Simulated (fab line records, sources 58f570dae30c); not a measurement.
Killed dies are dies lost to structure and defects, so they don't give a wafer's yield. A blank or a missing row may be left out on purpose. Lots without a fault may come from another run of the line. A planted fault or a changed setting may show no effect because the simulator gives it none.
Which tool did it? | flow berkeley_cmos170 | 14 lots, 42 wafers sampled, at 4 steps of a route of 331

WHAT THE GAUGES READ, wafer by wafer
UCB170_FIELD_THK_MEAS_02. Usual: FIELD_OXIDE_THK 557 nm, standard deviation 9.7.
lot  | measured    | on            | FIELD_OXIDE_THK (nm) | flag
L424 | day 4 15:02 | film_metro-04 | 561 556 554          |
L423 | day 4 15:02 | film_metro-03 | 553 558 542          |
L425 | day 5 04:55 | film_metro-03 | 550 549 555          |
L426 | day 5 09:25 | film_metro-03 | 557 561 560          |
L427 | day 5 18:22 | film_metro-02 | 559 559 553          |
L429 | day 6 03:46 | film_metro-04 | 563 551 555          |
L437 | day 7 10:08 | film_metro-02 | 575 573 581          |
L435 | day 7 10:10 | film_metro-03 | 573 576 567          |
L436 | day 7 10:12 | film_metro-04 | 570 565 562          |
L439 | day 8 02:33 | film_metro-04 | 555 554 546          |
L442 | day 8 13:19 | film_metro-03 | 545 542 550          |
L443 | day 8 13:19 | film_metro-02 | 557 553 559          |
L445 | day 9 00:29 | film_metro-02 | 553 567 570          |
L444 | day 9 00:31 | film_metro-04 | 567 554 567          |

UCB170_FIELD_THK_MEAS_90. Usual: FIELD_OXIDE_LEFT_1_THK 442 nm, standard deviation 10.
lot  | measured    | on            | FIELD_OXIDE_LEFT_1_THK (nm) | flag
L424 | day 4 22:46 | film_metro-04 | 442 439 436                 |
L423 | day 4 22:46 | film_metro-02 | 435 440 425                 |
L425 | day 5 14:14 | film_metro-03 | 434 433 438                 |
L426 | day 5 17:02 | film_metro-04 | 444 447 445                 |
L427 | day 6 02:53 | film_metro-04 | 445 444 438                 |
L429 | day 6 11:12 | film_metro-02 | 448 436 440                 |
L437 | day 7 17:41 | film_metro-03 | 459 457 466                 |
L435 | day 7 17:43 | film_metro-04 | 458 461 451                 |
L436 | day 7 17:41 | film_metro-02 | 455 450 448                 |
L439 | day 8 11:20 | film_metro-02 | 440 438 430                 |
L442 | day 8 21:07 | film_metro-03 | 429 424 433                 |
L443 | day 8 21:07 | film_metro-02 | 438 434 440                 |
L445 | day 9 07:22 | film_metro-03 | 438 452 454                 |
L444 | day 9 07:23 | film_metro-04 | 452 438 450                 |

UCB170_PVT_OVL_MEAS_06. Usual: PVT_OVL 0 nm, standard deviation 6.1.
lot  | measured    | on         | PVT_OVL (nm) | flag
L424 | day 5 15:34 | overlay-02 | 1 4 -2       |
L423 | day 5 15:36 | overlay-02 | -5 3 2       |
L425 | day 6 05:49 | overlay-02 | -3 5 -7      |
L426 | day 6 10:16 | overlay-02 | 10 6 11      |
L427 | day 6 23:19 | overlay-02 | -8 -2 6      |
L429 | day 7 04:28 | overlay-01 | 7 8 5        |
L437 | day 8 10:04 | overlay-01 | 9 12 0       |
L435 | day 8 10:02 | overlay-02 | - - -        | OFF
L436 | day 8 09:47 | overlay-01 | - - -        | OFF
L439 | day 9 04:53 | overlay-01 | -7 -16 -3    |
L442 | day 9 14:24 | overlay-02 | -3 1 11      |
L443 | day 9 14:19 | overlay-02 | 0 -2 -9      |
L445 | day 9 23:31 | overlay-02 | 7 -4 7       |
L444 | day 9 23:55 | overlay-01 | -4 0 -9      |

WHICH TOOL RAN EACH LOT (tool, then ch and the chambers of the sampled wafers, then the start)
lot  | UCB170_PVT_DEVELOP_05
L424 | litho_track-03 ch 0, day 5 15:00
L423 | litho_track-02 ch 0, day 5 15:00
L425 | litho_track-03 ch 0, day 6 05:00
L426 | litho_track-03 ch 0, day 6 10:00
L427 | litho_track-03 ch 0, day 6 23:00
L429 | litho_track-04 ch 0, day 7 04:00
L437 | litho_track-04 ch 0, day 8 09:00
L435 | litho_track-02, day 8 09:00
L436 | litho_track-04, day 8 09:00
L439 | litho_track-03 ch 0, day 9 04:00
L442 | litho_track-03 ch 0, day 9 14:00
L443 | litho_track-04 ch 0, day 9 14:00
L445 | litho_track-03 ch 0, day 9 23:00
L444 | litho_track-04 ch 0, day 9 23:00
- UCB170_PVT_DEVELOP_05: develop time 45 s.

WHAT THE TOOLS THEMSELVES READ (means of the sampled wafers that have a number; where no wafer has one, the mark that the record gives instead)
UCB170_PVT_DEVELOP_05. Usual: chill_plate_temp_C 23.01 C, standard deviation 0.11.
lot  | tool           | chill_plate_temp_C (C) | flag
L424 | litho_track-03 | 23.13                  |
L423 | litho_track-02 | 23.10                  |
L425 | litho_track-03 | 23.02                  |
L426 | litho_track-03 | 22.91                  |
L427 | litho_track-03 | 23.04                  |
L429 | litho_track-04 | 22.97                  |
L437 | litho_track-04 | 23.05                  |
L435 | litho_track-02 | -                      | OFF
L436 | litho_track-04 | -                      | OFF
L439 | litho_track-03 | 22.97                  |
L442 | litho_track-03 | 23.03                  |
L443 | litho_track-04 | 22.91                  |
L445 | litho_track-03 | 22.91                  |
L444 | litho_track-04 | 23.29                  |

THE ANSWER, worked out from the rows above alone
Rule: a lot is off if the mean of its wafers that have a number lies more than 3 standard deviations from the usual mean. A lot without any number at a reading at which 4 lots or more have one is off too. The other lots that the step has rows for count as sound. The gauges are gone through in route order, then the tools' own readings, and for those a lot's mean is taken as printed above. The first step at which some lot is off is used, and at that step the reading that is off furthest; a lot without a number counts as furthest.
Off: L435, L436, at UCB170_PVT_OVL_MEAS_06 (PVT_OVL). Without a number there: L435, L436.
A tool fits if, at a process step before that reading, it ran every lot that is off, and no sound lot after the first of them. The gauges at UCB170_PVT_OVL_MEAS_06 aren't tried: what is off there is off at UCB170_PVT_DEVELOP_05 too, on other tools, and a gauge's error can't cause that. None of those tried fits.

WHAT THE SIMULATOR HAD PUT IN
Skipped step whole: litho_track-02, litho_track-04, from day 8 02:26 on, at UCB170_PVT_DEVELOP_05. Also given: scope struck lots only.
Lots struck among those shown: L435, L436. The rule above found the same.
